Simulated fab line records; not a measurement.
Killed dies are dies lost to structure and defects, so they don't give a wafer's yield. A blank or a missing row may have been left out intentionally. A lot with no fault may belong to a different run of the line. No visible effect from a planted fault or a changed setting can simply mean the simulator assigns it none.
Which tool was responsible? || flow berkeley cmos170 || Sampling: 7 lots, 21 wafers, 4 of 331 route steps

== WHAT THE GAUGES READ, wafer by wafer ==
UCB170_SDANNEAL_RS_MEAS_03: measures by four-point-probe.
{"lot": "L679", "measured": "day 8 14:02", "on": "film metro-04", "NSD_RS (ohm/sq)": "37.38 37.31 37.28"}
{"lot": "L677", "measured": "day 8 14:21", "on": "film metro-01", "NSD_RS (ohm/sq)": "37.19 37.26 37.22"}
{"lot": "L684", "measured": "day 9 22:34", "on": "film metro-03", "NSD_RS (ohm/sq)": "36.87 36.91 36.99"}
{"lot": "L690", "measured": "day 10 22:35", "on": "film metro-04", "NSD_RS (ohm/sq)": "37.26 37.24 37.19"}
{"lot": "L691", "measured": "day 11 17:24", "on": "film metro-04", "NSD_RS (ohm/sq)": "37.29 37.27 37.34"}
{"lot": "L698", "measured": "day 12 19:54", "on": "film metro-03", "NSD_RS (ohm/sq)": "37.32 37.27 37.37"}
{"lot": "L700", "measured": "day 12 21:37", "on": "film metro-04", "NSD_RS (ohm/sq)": "37.05 37.09 37.22"}

== WHICH TOOL RAN EACH LOT (tool, then ch and the chambers of the sampled wafers, then the start) ==
{"lot": "L679", "UCB170_PSD_STRIP_09": "plasma asher-01 ch 0,1, day 8 10:26", "UCB170_NSD_IMPLANT_08": "implanter-02 ch 0, day 8 12:26", "UCB170_NSD_STRIP_09": "plasma asher-03 ch 0,1, day 8 12:34"}
{"lot": "L677", "UCB170_PSD_STRIP_09": "plasma asher-03 ch 0,1, day 8 10:38", "UCB170_NSD_IMPLANT_08": "implanter-02 ch 0, day 8 12:47", "UCB170_NSD_STRIP_09": "plasma asher-01 ch 0,1, day 8 12:55"}
{"lot": "L684", "UCB170_PSD_STRIP_09": "plasma asher-03 ch 0,1, day 9 19:13", "UCB170_NSD_IMPLANT_08": "implanter-02 ch 0, day 9 21:07", "UCB170_NSD_STRIP_09": "plasma asher-01 ch 0,1, day 9 21:14"}
{"lot": "L690", "UCB170_PSD_STRIP_09": "plasma asher-03 ch 0,1, day 10 19:16", "UCB170_NSD_IMPLANT_08": "implanter-01 ch 0, day 10 21:07", "UCB170_NSD_STRIP_09": "plasma asher-03 ch 0,1, day 10 21:16"}
{"lot": "L691", "UCB170_PSD_STRIP_09": "plasma asher-01 ch 1, day 11 12:26", "UCB170_NSD_IMPLANT_08": "implanter-01 ch 0, day 11 15:02", "UCB170_NSD_STRIP_09": "plasma asher-03 ch 0,1, day 11 15:11"}
{"lot": "L698", "UCB170_PSD_STRIP_09": "plasma asher-01 ch 0,1, day 12 16:11", "UCB170_NSD_IMPLANT_08": "implanter-01 ch 0, day 12 18:22", "UCB170_NSD_STRIP_09": "plasma asher-01 ch 0,1, day 12 18:31"}
{"lot": "L700", "UCB170_PSD_STRIP_09": "plasma asher-04 ch 0,1, day 12 16:57", "UCB170_NSD_IMPLANT_08": "implanter-01 ch 0, day 12 19:22", "UCB170_NSD_STRIP_09": "plasma asher-01 ch 0,1, day 12 19:31"}
- UCB170_PSD_STRIP_09: strips in O2.
- UCB170_NSD_IMPLANT_08
- UCB170_NSD_STRIP_09: strips in O2.

== THE ANSWER, worked out from the rows above alone ==
Rule: usual is defined by the lots themselves. Put in order of their means at a reading, lots are off if they are a third of the lots or fewer, leave a main group of 4 or more, and stand apart from it by a gap of 3 or more times the standard deviation of the main group's means; of several such gaps the widest counts. If all means in a main group match to the digits the tables above print for the reading, that group is not used. Also off: a lot with no number at a reading for which 4 or more lots have one. Any other lot the step has rows for is counted as sound.
Across all readings shown, no lot is off: no conclusion can be drawn from this.

== WHAT WAS PUT IN BY THE SIMULATOR ==
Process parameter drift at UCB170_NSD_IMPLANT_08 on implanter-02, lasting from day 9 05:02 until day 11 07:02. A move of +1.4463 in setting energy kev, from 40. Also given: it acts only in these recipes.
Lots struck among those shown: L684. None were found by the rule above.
